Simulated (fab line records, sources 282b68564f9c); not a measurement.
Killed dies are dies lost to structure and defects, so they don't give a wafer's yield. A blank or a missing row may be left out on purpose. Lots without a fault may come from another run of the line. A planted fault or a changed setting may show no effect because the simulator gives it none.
Split-lot experiment | flow rit_cmos | 5 lots, 23 wafers read, on a route of 202 steps

THE SPLIT
At RIT_NRETRO_COAT_01 (resist thk 1300 nm), the setting resist_thk_nm was moved away from the recipe's 1300 nm on 8 of the 23 wafers read, by -5.4% to +5.5%. The other wafers ran this setting at the recipe's value.

FROM THE SPLIT TO THE READING: what the file shows between them, 3 steps
- RIT_NRETRO_SOFTBAKE_02: time 60 s
- RIT_NRETRO_EXPOSE_03: exposes mask M4, target cd 43900 nm
- RIT_NRETRO_DEVELOP_05: develop time 68 s

THE READING
NOVOLAK_of_NRETRO_COAT_01.thk_nm (the simulator's own value, which no gauge read), in nm, at RIT_NRETRO_HARDBAKE_07 (time 120 s). The file gives no usual value for it. The 15 wafers here that ran the recipe average 1139 nm, standard deviation 1.4 nm.

wafer  | tool, chamber at the split | resist_thk_nm as run, nm | against the recipe | NOVOLAK_of_NRETRO_COAT_01.thk_nm, nm | against lot-mates on the recipe
L075.1 | litho_track-03, 0          | 1300                     | recipe             | 1138                                 | -
L075.6 | litho_track-03, 0          | 1300                     | recipe             | 1138                                 | -
L075.2 | litho_track-03, 0          | 1300                     | recipe             | 1140                                 | -
L075.3 | litho_track-03, 0          | 1230                     | -5.4%              | 1075                                 | -64
L075.4 | litho_track-03, 0          | 1230                     | -5.4%              | 1076                                 | -63
L076.1 | litho_track-04, 0          | 1230                     | -5.4%              | 1075                                 | -62
L076.2 | litho_track-04, 0          | 1300                     | recipe             | 1138                                 | -
L076.3 | litho_track-04, 0          | 1230                     | -5.4%              | 1076                                 | -62
L076.4 | litho_track-04, 0          | 1230                     | -5.4%              | 1078                                 | -60
L076.6 | litho_track-04, 0          | 1300                     | recipe             | 1137                                 | -
L079.2 | litho_track-03, 0          | 1372                     | +5.5%              | 1198                                 | +61
L079.3 | litho_track-03, 0          | 1372                     | +5.5%              | 1201                                 | +64
L079.4 | litho_track-03, 0          | 1372                     | +5.5%              | 1202                                 | +65
L079.5 | litho_track-03, 0          | 1300                     | recipe             | 1137                                 | -
L079.6 | litho_track-03, 0          | 1300                     | recipe             | 1137                                 | -
L083.1 | litho_track-03, 0          | 1300                     | recipe             | 1141                                 | -
L083.3 | litho_track-03, 0          | 1300                     | recipe             | 1140                                 | -
L083.4 | litho_track-03, 0          | 1300                     | recipe             | 1140                                 | -
L083.6 | litho_track-03, 0          | 1300                     | recipe             | 1140                                 | -
L083.5 | litho_track-03, 0          | 1300                     | recipe             | 1138                                 | -
L085.1 | litho_track-03, 0          | 1300                     | recipe             | 1141                                 | -
L085.3 | litho_track-03, 0          | 1300                     | recipe             | 1138                                 | -
L085.6 | litho_track-03, 0          | 1300                     | recipe             | 1138                                 | -

THE FIT
A straight line over all 23 wafers: NOVOLAK_of_NRETRO_COAT_01.thk_nm changes by +11.4 nm for each +1% of resist_thk_nm; r = +1.00; the points scatter about the line by 1.6 nm.
The same after taking each lot's own level away (the mean of its wafers on the recipe; 23 wafers): +11.5 nm for each +1%; r = +1.00; scatter 1.2 nm.
On that fit, the largest move of resist_thk_nm shifts the reading by 64 nm.
The lots' own levels span 1137.0 to 1139.8 nm, that is 2.0 times the standard deviation above.
So the lot-to-lot level changes the slope little: the two slopes agree.
Check: with one of the wafers moved furthest among these (+5.5%) left out of the fit, the line predicts +64.1 nm for it against its lot-mates. It came out at +61 nm against them.

OTHER SPLITS ON THESE WAFERS
These wafers also went through other splits before the reading. Each is held against what the fit with the lots' levels taken away leaves over:
other split on the same wafers      | wafers away from the commonest value | r with NOVOLAK_of_NRETRO_COAT_01.thk_nm (lot level and that fit taken away)
RIT_ACTIVE_CVD_03 pressure_mtorr    | 15                                   | +0.01
RIT_FOX1_OXIDATION_00 ox_time_s     | 18                                   | +0.23
RIT_NWELL_COAT_01 resist_thk_nm     | 7                                    | -0.20
RIT_NWELL_IMPLANT_08 dose_cm2       | 11                                   | +0.14
RIT_PWELL_DEVELOP_05 develop_time_s | 11                                   | -0.03

THE WHOLE CHAIN: every reading that the file lists as answering this split, in the file's order
step                   | what it does       | reading                                                                           | change (the file's fit)              | r (the file's)
RIT_NRETRO_COAT_01     | resist thk 1300 nm | NOVOLAK_of_NRETRO_COAT_01.thk_nm (the simulator's own value, which no gauge read) | +13.4 nm for each +1% of the setting | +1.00
RIT_NRETRO_HARDBAKE_07 | time 120 s         | NOVOLAK_of_NRETRO_COAT_01.thk_nm (the simulator's own value, which no gauge read) | +11.5 nm for each +1% of the setting | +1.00

THE FILE'S OWN FIT
NOVOLAK_of_NRETRO_COAT_01.thk_nm changes by +11.5 nm for each +1% of resist_thk_nm, r = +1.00.
